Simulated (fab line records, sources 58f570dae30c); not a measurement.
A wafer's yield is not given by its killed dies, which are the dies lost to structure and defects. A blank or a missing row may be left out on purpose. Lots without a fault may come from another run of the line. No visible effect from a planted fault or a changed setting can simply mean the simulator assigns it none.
Which of the tools did it? | flow berkeley cmos170 | 42 wafers from 14 lots sampled at 5 of the route's 331 steps

== WHAT THE GAUGES READ, wafer by wafer ==
UCB170_NWELL_THK_MEAS_05. Usual: NWELL_NITRIDE_THK gives 225.0 nm (standard deviation 2.3).
lot  | measured    | on            | NWELL_NITRIDE_THK (nm) | flag
L533 | day 3 01:16 | film metro-04 | 228.6 228.7 229.1      |
L534 | day 3 01:17 | film metro-02 | 222.3 222.1 221.5      |
L535 | day 3 01:16 | film metro-03 | 222.2 222.9 224.8      |
L536 | day 3 16:33 | film metro-03 | 224.4 224.8 225.2      |
L537 | day 3 16:37 | film metro-03 | 218.5 219.9 220.1      |
L538 | day 3 16:34 | film metro-02 | 225.5 224.5 224.6      |
L539 | day 4 02:30 | film metro-02 | 227.5 226.8 227.2      |
L541 | day 4 14:11 | film metro-03 | 221.6 222.4 220.7      |
L543 | day 4 19:13 | film metro-04 | 223.6 221.3 222.2      |
L551 | day 6 14:33 | film metro-04 | 228.4 226.4 226.6      |
L550 | day 6 14:33 | film metro-03 | 226.9 226.4 226.6      |
L552 | day 6 22:38 | film metro-03 | 224.1 224.7 223.8      |
L553 | day 6 22:38 | film metro-02 | 226.0 225.4 223.6      |
L554 | day 7 13:10 | film metro-04 | 226.1 227.9 229.1      |

UCB170_NWELL_OVL_MEAS_12. Usual: NWELL_OVL gives -2 nm (standard deviation 4.2).
lot  | measured    | on         | NWELL_OVL (nm) | flag
L533 | day 3 02:55 | overlay-01 | -3 -6 -12      |
L534 | day 3 03:10 | overlay-02 | -3 4 3         |
L535 | day 3 02:40 | overlay-02 | -3 -2 -6       |
L536 | day 3 18:22 | overlay-01 | -2 -3 -4       |
L537 | day 3 18:38 | overlay-02 | -3 0 -6        |
L538 | day 3 18:06 | overlay-01 | -3 1 -1        |
L539 | day 4 03:32 | overlay-02 | -6 -4 0        |
L541 | day 4 15:36 | overlay-02 | -2 -3 2        |
L543 | day 4 20:24 | overlay-02 | 5 -3 0         |
L551 | day 6 16:41 | overlay-02 | 3 6 2          |
L550 | day 6 16:35 | overlay-01 | 1 -8 -1        |
L552 | day 7 00:25 | overlay-02 | 1 -9 -2        |
L553 | day 6 23:59 | overlay-01 | -5 -11 -2      |
L554 | day 7 14:19 | overlay-02 | -3 2 -4        |

UCB170_WELLDRIVE_THK_MEAS_02. Usual: WELLDRIVE_OXIDE_THK gives 199 nm (standard deviation 3.1).
lot  | measured    | on            | WELLDRIVE_OXIDE_THK (nm) | flag
L533 | day 4 10:59 | film metro-01 | 200 206 203              |
L534 | day 4 11:01 | film metro-03 | 201 202 202              |
L535 | day 4 10:59 | film metro-04 | 198 200 200              |
L536 | day 5 01:54 | film metro-03 | 199 200 200              |
L537 | day 5 01:54 | film metro-04 | 295 297 294              | OFF
L538 | day 4 21:05 | film metro-03 | 194 199 196              |
L539 | day 5 15:16 | film metro-01 | 200 202 202              |
L541 | day 6 02:02 | film metro-01 | 200 201 199              |
L543 | day 6 06:00 | film metro-03 | 297 301 308              | OFF
L551 | day 8 19:13 | film metro-01 | 199 197 196              |
L550 | day 8 19:13 | film metro-04 | 201 197 196              |
L552 | day 8 19:16 | film metro-04 | 206 202 202              |
L553 | day 8 19:13 | film metro-03 | 195 194 196              |
L554 | day 9 02:57 | film metro-01 | 207 204 202              |

== WHICH TOOL RAN EACH LOT (tool, then ch and the chambers of the sampled wafers, then the start) ==
lot  | UCB170_ZERO_ETCH_06               | UCB170_WELLDRIVE_OXIDATION_01
L533 | rie diel-04 ch 0,3, day 2 08:29   | furnace-02 ch 0, day 4 07:29
L534 | rie diel-02 ch 1,2,3, day 2 13:13 | furnace-02 ch 0, day 4 07:29
L535 | rie diel-03 ch 1,2,3, day 2 13:27 | furnace-02 ch 0, day 4 07:29
L536 | rie diel-04 ch 0,2,3, day 3 02:48 | furnace-01 ch 0, day 4 22:24
L537 | rie diel-04 ch 0,2,3, day 3 04:14 | furnace-01 ch 0, day 4 17:34
L538 | rie diel-02 ch 0,1,2, day 3 04:30 | furnace-01 ch 0, day 4 17:34
L539 | rie diel-02 ch 0,1,2, day 3 13:00 | furnace-01 ch 0, day 5 11:46
L541 | rie diel-02 ch 0,1, day 4 02:16   | furnace-01 ch 0, day 5 22:31
L543 | rie diel-04 ch 0,1,3, day 4 06:32 | furnace-01 ch 0, day 5 22:31 and furnace-02 ch 0, day 6 02:30
L551 | rie diel-04 ch 0,3, day 5 23:23   | furnace-02 ch 0, day 8 15:42
L550 | rie diel-02 ch 0,1,2, day 5 23:37 | furnace-02 ch 0, day 8 15:42
L552 | rie diel-03 ch 0,2,3, day 6 12:23 | furnace-02 ch 0, day 8 15:42
L553 | rie diel-04 ch 1,2, day 6 12:40   | furnace-02 ch 0, day 8 15:42
L554 | rie diel-04 ch 0,1,2, day 6 16:52 | furnace-02 ch 0, day 8 23:27
- UCB170_ZERO_ETCH_06: etches SiO2 in CHF3/CF4/Ar, time 12 s.
- UCB170_WELLDRIVE_OXIDATION_01: target thk 199 nm, ox time 9000 s.

== WHAT THE TOOLS THEMSELVES READ (means of the sampled wafers that have a number; where no wafer has one, the mark that the record gives instead) ==
UCB170_ZERO_ETCH_06. Usual: chamber pressure mTorr 100.00 mTorr, standard deviation 0.09; drypump motor current A 5.5 A, standard deviation 0.4; oes product au 0.617 a.u., standard deviation 0.012; throttle valve pct 9.30 %, standard deviation 0.12.
lot  | tool        | chamber pressure mTorr (mTorr) | drypump motor current A (A) | oes product au (a.u.) | throttle valve pct (%) | flag
L533 | rie diel-04 | 99.99                          | 5.5                         | 0.617                 | 9.14                   |
L534 | rie diel-02 | 99.97                          | 5.4                         | 0.618                 | 9.32                   |
L535 | rie diel-03 | 100.01                         | 5.4                         | 0.612                 | 9.36                   |
L536 | rie diel-04 | 100.02                         | 5.4                         | 0.618                 | 9.26                   |
L537 | rie diel-04 | 100.01                         | 5.4                         | 0.622                 | 9.25                   |
L538 | rie diel-02 | 100.08                         | 5.7                         | 0.613                 | 9.32                   |
L539 | rie diel-02 | 99.96                          | 5.7                         | 0.614                 | 9.32                   |
L541 | rie diel-02 | 99.96                          | 5.7                         | 0.616                 | 9.25                   |
L543 | rie diel-04 | 100.06                         | 5.7                         | 0.625                 | 9.22                   |
L551 | rie diel-04 | 100.01                         | 5.5                         | 0.614                 | 9.14                   |
L550 | rie diel-02 | 100.00                         | 5.7                         | 0.613                 | 9.31                   |
L552 | rie diel-03 | 100.00                         | 5.5                         | 0.614                 | 9.28                   |
L553 | rie diel-04 | 99.95                          | 5.6                         | 0.618                 | 9.38                   |
L554 | rie diel-04 | 100.06                         | 5.6                         | 0.628                 | 9.34                   |

UCB170_WELLDRIVE_OXIDATION_01. Usual: spike tc centre C 1102.3 C, standard deviation 1.4; spike tc source C 1124.9 C, standard deviation 1.3; tube center temp C 1100 C, standard deviation 0.1; zone power centre pct 49.4 %, standard deviation 0.76.
lot  | tool                  | spike tc centre C (C) | spike tc source C (C) | tube center temp C (C) | zone power centre pct (%) | flag
L533 | furnace-02            | 1100.8                | 1124.1                | 1100                   | 49.1                      |
L534 | furnace-02            | 1101.8                | 1124.4                | 1100                   | 49.4                      |
L535 | furnace-02            | 1102.5                | 1124.4                | 1100                   | 49.2                      |
L536 | furnace-01            | 1103.5                | 1126.0                | 1100                   | 49.5                      |
L537 | furnace-01            | 1103.4                | 1126.2                | 1100                   | 49.5                      |
L538 | furnace-01            | 1103.7                | 1126.4                | 1100                   | 49.3                      |
L539 | furnace-01            | 1103.9                | 1125.8                | 1100                   | 49.0                      |
L541 | furnace-01            | 1104.4                | 1126.2                | 1100                   | 49.2                      |
L543 | furnace-01/furnace-02 | 1102.8                | 1125.5                | 1100                   | 49.2                      |
L551 | furnace-02            | 1101.0                | 1124.9                | 1100                   | 49.5                      |
L550 | furnace-02            | 1101.5                | 1125.4                | 1100                   | 49.3                      |
L552 | furnace-02            | 1100.8                | 1124.8                | 1100                   | 49.8                      |
L553 | furnace-02            | 1102.4                | 1124.8                | 1100                   | 49.4                      |
L554 | furnace-02            | 1101.3                | 1124.6                | 1100                   | 48.9                      |

== THE ANSWER, worked out from the rows above alone ==
Rule: lot off if the mean of its wafers having a number is beyond 3 standard deviations from the usual mean. A lot without any number at a reading at which 4 lots or more have one is off too. All remaining lots with rows at the step are treated as sound. After the gauges, taken in route order, come the tools' own readings; for these a lot's mean is taken, as printed above. The first step at which some lot is off is used, and at that step the reading that is off furthest; a lot without a number counts as furthest.
Off: at UCB170_WELLDRIVE_THK_MEAS_02 (WELLDRIVE_OXIDE_THK), L537, L543.
A tool fits if, at a process step before that reading, it ran every lot that is off, and no sound lot after the first of them. Gauges at UCB170_WELLDRIVE_THK_MEAS_02: tried the same way as those tools. No candidate that was tried fits.

== WHAT WAS PUT IN BY THE SIMULATOR ==
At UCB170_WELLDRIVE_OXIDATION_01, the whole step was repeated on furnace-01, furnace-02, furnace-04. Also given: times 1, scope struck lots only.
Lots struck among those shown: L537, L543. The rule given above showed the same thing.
